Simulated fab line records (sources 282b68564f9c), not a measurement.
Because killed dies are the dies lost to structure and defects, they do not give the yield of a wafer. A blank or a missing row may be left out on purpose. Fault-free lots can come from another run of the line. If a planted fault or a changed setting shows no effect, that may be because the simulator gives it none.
fab line records -- flow rit_cmos
record lots=13, wafers=39, last_day=7
route steps=202 shown M1@184
lots that met no fault: from a run of the same line without faults
start_h: hours from the record's opening day to when the first of the lot's shown wafers began -- wait_h: hours from the lot's prior step to this one -- " same as the row above -- L1.1+2: a row that stands for several wafers -- - value missing, or start not given -- * or withheld: withheld -- < > ~ a bound
route shown NAME@n: a module of which the file shows steps, and the number in the route of the first -- usual: mean/standard deviation taken from wafers without a fault -- same: alike in all rows -- chamber/n: place in a boat -- sites: the reading at each site -- _std_site: the values' standard deviation -- _edge_site: inner sites' mean taken away from outer sites' mean -- radius_mm: how far each site lies from the wafer's centre -- mask NAME#n: copy n -- behind: the tool/chamber that last shaped the wafer -- hold: the reason the lot was held/the length of the hold in hours/how it ended -- device: the transistor (n, p or np) that didn't switch -- end of line: the tests these same wafers got at the end of their route -- where a step has no rows: the recipe by itself -- killed: the dies lost at the first sort to structure and to defects; this is not the yield of the wafer -- map: shows each die of a wafer: x if killed, . if not, _ if none is there
set.NAME: the setting that was run; set.NAME@STEP: the one run at that earlier step -- model.NAME: the simulator's own value behind a step, which no gauge read
a sample of lots followed through the steps of the route, with each step as a table and each wafer as a row
services: the hour from which a tool's chamber was out of use, counted from the record's first day as start_h (under 0 if before that day), plus the number of hours and why
## steps
# step RIT_M1_SPUTTER_00
# recipe material=Al, target_thk_nm=400, power_w=2000, chamber_pressure_pa=0.4, gas=Ar, time_s=500, substrate_temp_c=25
# usual cathode_dc_power_W=2000.0/0.35, chamber_pressure_pa=0.3999/0.00075, throttle_valve_pct=29.9/0.86
lot.wafer,tool,chamber,start_h,wait_h,cathode_dc_power_W,chamber_pressure_pa,throttle_valve_pct
L684.3,pvd_sputter-04,-,58.27,0.0,1999.7,0.4003,30.5
L684.4,pvd_sputter-04,-,58.27,0.0,1999.6,0.4007,30.4
L684.6,pvd_sputter-04,-,58.27,0.0,2000.7,0.4002,30.5
L685.2,pvd_sputter-02,-,62.48,0.0,1999.9,0.4002,30.8
L685.3,pvd_sputter-02,-,62.48,0.0,1999.9,0.4009,30.2
L685.6,pvd_sputter-02,-,62.48,0.0,1999.9,0.3991,30.2
L687.2,pvd_sputter-02,-,76.73,0.0,1999.6,0.3994,30.2
L687.4,pvd_sputter-02,-,76.73,0.0,2000.2,0.3976,30.0
L687.6,pvd_sputter-02,-,76.73,0.0,1999.5,0.4001,29.3
L688.4,pvd_sputter-03,-,86.54,0.1,1999.7,0.3989,31.1
L688.5,pvd_sputter-03,-,86.54,0.1,2000.4,0.3998,30.6
L688.6,pvd_sputter-03,-,86.54,0.1,1999.2,0.4004,27.9
L690.1,pvd_sputter-04,-,88.14,0.0,1999.6,0.3996,28.9
L690.4,pvd_sputter-04,-,88.14,0.0,2000.6,0.4006,28.7
L690.6,pvd_sputter-04,-,88.14,0.0,1999.7,0.4008,30.5
L693.1,pvd_sputter-02,-,106.47,0.0,1999.1,0.3999,29.5
L693.2,pvd_sputter-02,-,106.47,0.0,2223.4,0.4003,30.3
L693.5,pvd_sputter-02,-,106.47,0.0,2000.4,0.4002,29.4
L694.2,pvd_sputter-04,-,108.60,0.0,2000.0,0.4002,30.4
L694.3,pvd_sputter-04,-,108.60,0.0,2000.3,0.3999,28.8
L694.5,pvd_sputter-04,-,108.60,0.0,1999.3,0.4005,30.1
L699.1,pvd_sputter-04,-,132.09,0.0,1999.5,0.4003,28.8
L699.2,pvd_sputter-04,-,132.09,0.0,2000.7,0.4000,29.0
L699.4,pvd_sputter-04,-,132.09,0.0,2000.0,0.4002,30.2
L701.2,pvd_sputter-03,-,140.74,0.0,2000.4,0.3995,29.2
L701.4,pvd_sputter-03,-,140.74,0.0,2000.9,0.4001,31.2
L701.5,pvd_sputter-03,-,140.74,0.0,2000.0,0.3989,29.2
L703.2,pvd_sputter-03,-,152.95,0.0,2000.0,0.4000,30.7
L703.3,pvd_sputter-03,-,152.95,0.0,1999.7,0.4000,29.1
L703.6,pvd_sputter-03,-,152.95,0.0,2000.0,0.3995,28.1
L705.1,pvd_sputter-03,-,162.19,0.0,2000.6,0.4013,27.9
L705.4,pvd_sputter-03,-,162.19,0.0,1999.9,0.3992,29.7
L705.6,pvd_sputter-03,-,162.19,0.0,2000.2,0.3989,31.0
L706.1,pvd_sputter-02,-,168.79,0.0,2000.3,0.3987,29.5
L706.3,pvd_sputter-02,-,168.79,0.0,2000.0,0.3996,30.7
L706.4,pvd_sputter-02,-,168.79,0.0,2000.0,0.3986,29.8
L707.1,pvd_sputter-03,-,171.13,0.0,2000.5,0.3982,30.5
L707.3,pvd_sputter-03,-,171.13,0.0,1999.6,0.3990,27.8
L707.6,pvd_sputter-03,-,171.13,0.0,2000.2,0.4010,31.1
# step RIT_M1_RS_MEAS_01
# recipe thk_meas_gauge=four-point-probe, reads=Al_of_M1_SPUTTER_00
# usual M1_AL_RS=0.0735/0.00095
lot.wafer,tool,chamber,start_h,wait_h,M1_AL_RS[ohm/sq]
L684.3,film_metro-04,-,58.61,0.2,0.0725
L684.4,film_metro-04,-,58.61,0.2,0.0729
L684.6,film_metro-04,-,58.61,0.2,0.0737
L685.2,film_metro-03,-,62.79,0.2,0.0720
L685.3,film_metro-03,-,62.79,0.2,0.0711
L685.6,film_metro-03,-,62.79,0.2,0.0714
L687.2,film_metro-04,-,77.05,0.2,0.0737
L687.4,film_metro-04,-,77.05,0.2,0.0730
L687.6,film_metro-04,-,77.05,0.2,0.0739
L688.4,film_metro-04,-,86.74,0.1,0.0739
L688.5,film_metro-04,-,86.74,0.1,0.0743
L688.6,film_metro-04,-,86.74,0.1,0.0743
L690.1,film_metro-02,-,88.43,0.1,0.0733
L690.4,film_metro-02,-,88.43,0.1,0.0743
L690.6,film_metro-02,-,88.43,0.1,0.0726
L693.1,film_metro-04,-,106.77,0.1,0.0727
L693.2,film_metro-04,-,106.77,0.1,0.0650
L693.5,film_metro-04,-,106.77,0.1,0.0729
L694.2,film_metro-02,-,108.91,0.2,0.0736
L694.3,film_metro-02,-,108.91,0.2,0.0741
L694.5,film_metro-02,-,108.91,0.2,0.0730
L699.1,film_metro-04,-,132.38,0.1,0.0741
L699.2,film_metro-04,-,132.38,0.1,0.0747
L699.4,film_metro-04,-,132.38,0.1,0.0746
L701.2,film_metro-04,-,141.05,0.2,0.0739
L701.4,film_metro-04,-,141.05,0.2,0.0741
L701.5,film_metro-04,-,141.05,0.2,0.0743
L703.2,film_metro-03,-,153.26,0.2,0.0744
L703.3,film_metro-03,-,153.26,0.2,0.0752
L703.6,film_metro-03,-,153.26,0.2,0.0742
L705.1,film_metro-03,-,162.49,0.1,0.0742
L705.4,film_metro-03,-,162.49,0.1,0.0754
L705.6,film_metro-03,-,162.49,0.1,0.0748
L706.1,film_metro-04,-,169.08,0.1,0.0731
L706.3,film_metro-04,-,169.08,0.1,0.0737
L706.4,film_metro-04,-,169.08,0.1,0.0719
L707.1,film_metro-02,-,171.43,0.1,0.0742
L707.3,film_metro-02,-,171.43,0.1,0.0737
L707.6,film_metro-02,-,171.43,0.1,0.0748
# step RIT_M1_THK_MEAS_02
# recipe thk_meas_gauge=xrf, reads=Al_of_M1_SPUTTER_00
# usual M1_AL_THK=396/5.4
lot.wafer,tool,chamber,start_h,wait_h,M1_AL_THK[nm]
L684.3,film_metro-04,-,58.71,0.1,404
L684.4,film_metro-04,-,58.71,0.1,399
L684.6,film_metro-04,-,58.71,0.1,396
L685.2,film_metro-03,-,62.90,0.1,402
L685.3,film_metro-03,-,62.90,0.1,408
L685.6,film_metro-03,-,62.90,0.1,406
L687.2,film_metro-04,-,77.16,0.1,394
L687.4,film_metro-04,-,77.16,0.1,400
L687.6,film_metro-04,-,77.16,0.1,397
L688.4,film_metro-04,-,86.83,0.1,395
L688.5,film_metro-04,-,86.83,0.1,396
L688.6,film_metro-04,-,86.83,0.1,392
L690.1,film_metro-02,-,88.55,0.1,399
L690.4,film_metro-02,-,88.55,0.1,391
L690.6,film_metro-02,-,88.55,0.1,400
L693.1,film_metro-04,-,106.89,0.1,395
L693.2,film_metro-04,-,106.89,0.1,446
L693.5,film_metro-04,-,106.89,0.1,399
L694.2,film_metro-02,-,109.02,0.1,396
L694.3,film_metro-02,-,109.02,0.1,392
L694.5,film_metro-02,-,109.02,0.1,401
L699.1,film_metro-04,-,132.50,0.1,394
L699.2,film_metro-04,-,132.50,0.1,392
L699.4,film_metro-04,-,132.50,0.1,392
L701.2,film_metro-04,-,141.16,0.1,394
L701.4,film_metro-04,-,141.16,0.1,395
L701.5,film_metro-04,-,141.16,0.1,394
L703.2,film_metro-03,-,153.37,0.1,390
L703.3,film_metro-03,-,153.37,0.1,384
L703.6,film_metro-03,-,153.37,0.1,389
L705.1,film_metro-03,-,162.61,0.1,387
L705.4,film_metro-03,-,162.61,0.1,384
L705.6,film_metro-03,-,162.61,0.1,387
L706.1,film_metro-04,-,169.20,0.1,400
L706.3,film_metro-04,-,169.20,0.1,399
L706.4,film_metro-04,-,169.20,0.1,407
L707.1,film_metro-02,-,171.55,0.1,394
L707.3,film_metro-02,-,171.55,0.1,395
L707.6,film_metro-02,-,171.55,0.1,387
# step RIT_M1_METAL_ETCH_12
# recipe stop_on=SiO2, chemistry=Cl2/BCl3, target=Al, time_s=165, over_etch_frac=0.5, pressure_mtorr=100, target_depth_a=6000, rf_w=250, Cl2_flow_sccm=60, bcl3_flow_sccm=50
# usual drypump_motor_current_A=5.70/0.27, oes_product_au=0.773/0.014, throttle_valve_pct=8.36/0.1
lot.wafer,tool,chamber,start_h,wait_h,drypump_motor_current_A,oes_product_au,rf_hours_counter_h,throttle_valve_pct
L684.3,rie_metal-03,1,60.09,0.2,5.29,0.773,-,8.23
L684.4,rie_metal-03,0,60.09,0.2,5.62,0.783,-,8.33
L684.6,rie_metal-03,0,60.09,0.2,5.62,0.779,-,8.34
L685.2,rie_metal-04,1,64.24,0.2,5.58,0.799,32,8.50
L685.3,rie_metal-04,0,64.24,0.2,5.89,0.793,-,8.38
L685.6,rie_metal-04,1,64.24,0.2,5.60,0.800,-,8.49
L687.2,rie_metal-03,1,78.49,0.2,5.33,0.770,4,8.23
L687.4,rie_metal-03,0,78.49,0.2,5.60,0.781,-,8.34
L687.6,rie_metal-03,1,78.49,0.2,5.33,0.767,-,8.23
L688.4,rie_metal-02,0,88.20,0.1,6.11,0.748,-,8.30
L688.5,rie_metal-02,1,88.20,0.1,5.75,0.769,-,8.51
L688.6,rie_metal-02,0,88.20,0.1,6.11,0.751,-,8.32
L690.1,rie_metal-03,1,90.02,0.2,5.34,0.776,4,8.23
L690.4,rie_metal-03,1,90.02,0.2,5.30,0.765,-,8.26
L690.6,rie_metal-03,0,90.02,0.2,5.63,0.777,-,8.33
L693.1,rie_metal-03,0,108.39,0.2,5.62,0.776,4,8.32
L693.2,rie_metal-03,1,108.39,0.2,5.33,0.826,4,8.24
L693.5,rie_metal-03,0,108.39,0.2,5.61,0.774,-,8.32
L694.2,rie_metal-04,1,110.49,0.2,5.59,0.796,32,8.50
L694.3,rie_metal-04,0,110.49,0.2,5.90,0.770,-,8.40
L694.5,rie_metal-04,1,110.49,0.2,5.60,0.794,-,8.49
L699.1,rie_metal-03,1,133.97,0.2,5.31,0.768,5,8.24
L699.2,rie_metal-03,1,133.97,0.2,5.29,0.759,-,8.22
L699.4,rie_metal-03,1,133.97,0.2,5.28,0.765,-,8.22
L701.2,rie_metal-03,1,142.55,0.2,5.34,0.769,-,8.24
L701.4,rie_metal-03,1,142.55,0.2,5.31,0.763,-,8.25
L701.5,rie_metal-03,1,142.55,0.2,5.34,0.769,-,8.23
L703.2,rie_metal-03,0,154.71,0.2,5.57,0.767,5,8.33
L703.3,rie_metal-03,1,154.71,0.2,5.36,0.761,-,8.22
L703.6,rie_metal-03,1,154.71,0.2,5.30,0.774,-,8.23
L705.1,rie_metal-02,0,163.95,0.2,6.11,0.750,4,8.32
L705.4,rie_metal-02,0,163.95,0.2,6.12,0.743,-,8.32
L705.6,rie_metal-02,0,163.95,0.2,6.12,0.749,-,8.32
L706.1,rie_metal-03,1,170.55,0.2,5.34,0.776,6,8.22
L706.3,rie_metal-03,0,170.55,0.2,5.63,0.772,-,8.33
L706.4,rie_metal-03,1,170.55,0.2,5.36,0.776,-,8.20
L707.1,rie_metal-02,0,173.11,0.2,6.11,0.736,4,8.31
L707.3,rie_metal-02,0,173.11,0.2,6.11,0.755,-,8.33
L707.6,rie_metal-02,1,173.11,0.2,5.74,0.775,-,8.50
# step RIT_M1_PROBE_99
# usual defect_limited_yield=97.1/1.2, killed_at_contacts=0.1/0.31, killed_at_front_end=8/3.1, killed_dies=8/3.2, killed_open=3.9/2.2, killed_short=3.8/2.1, sort_bin_3_pad_short=0.1/0.23, sort_bin_5_function=1.7/0.86, sort_bin_6_memory=1.1/0.7, sort_n_pass=256/3.2, sort_yield_pct=97.1/1.2
# same gross_dies=264, killed_at_M0_to_M3=0, killed_at_M4_up=0, killed_at_back_side=0, killed_at_other=0
lot.wafer,tool,chamber,start_h,wait_h,defect_limited_yield[%],killed_at_contacts,killed_at_front_end,killed_dies,killed_open,killed_short,sort_bin_3_pad_short[%],sort_bin_5_function[%],sort_bin_6_memory[%],sort_n_pass,sort_yield_pct[%]
L699.1,prober-01,-,136.39,0.1,99.6,0,1,1,0,1,0,0,0.4,263,99.6
L699.2,prober-01,-,136.44,0.1,97.3,0,7,7,3,4,0,1.5,1.1,257,97.3
L699.4,prober-01,-,136.54,0.2,96.6,0,9,9,4,5,0,1.1,2.3,255,96.6
# killed by level:class
L699.1 GATE:geometric_particle:short=1
L699.2 GATE:geometric_particle:short=3 GATE:geometric_particle:open=2 REOX:geometric_particle:short=1 SILICIDE:geometric_particle:open=1
L699.4 GATE:geometric_particle:short=2 SPACER:geometric_particle:open=2 FOX1:geometric_particle:short=1 FOX2:geometric_particle:short=1 GATE:geometric_particle:open=1 REOX:geometric_particle:short=1 REOX:geometric_particle:open=1
## services
tool,chamber,start_h,hours,kind
pvd_sputter-02,-,39.71,1.7,repair
rie_metal-02,-,119.93,2.8,pm
rie_metal-03,0,129.02,22.0,repair
rie_metal-03,-,131.20,0.5,repair
rie_metal-04,-,136.12,20.0,pm
rie_metal-04,0,136.12,20.0,vent_cycle
rie_metal-04,1,136.12,20.0,vent_cycle
rie_metal-04,0,156.12,-,clean
rie_metal-04,1,156.12,-,clean
pvd_sputter-04,-,159.96,7.0,repair
## key
first_sign step=RIT_M1_SPUTTER_00, reading=cathode_dc_power_W, direction=up, sigmas=99+, usual=2000.0, struck=2223.4
effect step=RIT_M1_RS_MEAS_01, reading=M1_AL_RS, direction=down, sigmas=8.9, usual=0.0735, struck=0.0650
effect step=RIT_M1_THK_MEAS_02, reading=M1_AL_THK, direction=up, sigmas=9.2, usual=396, struck=446
effect step=RIT_M1_METAL_ETCH_12, reading=oes_product_au, direction=up, sigmas=3.9, usual=0.773, struck=0.826
met_at RIT_M1_SPUTTER_00
struck_lots L693
struck_wafers L693.2
onset_between 76.73 106.47
fault kind=process_parameter_drift, tool=pvd_sputter-02, chamber=-, onset_h=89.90, steps=RIT_M1_SPUTTER_00, channel=power_w, offset=223.55, shape=step, end_h=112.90, stated=2000, scope=struck_wafers_only
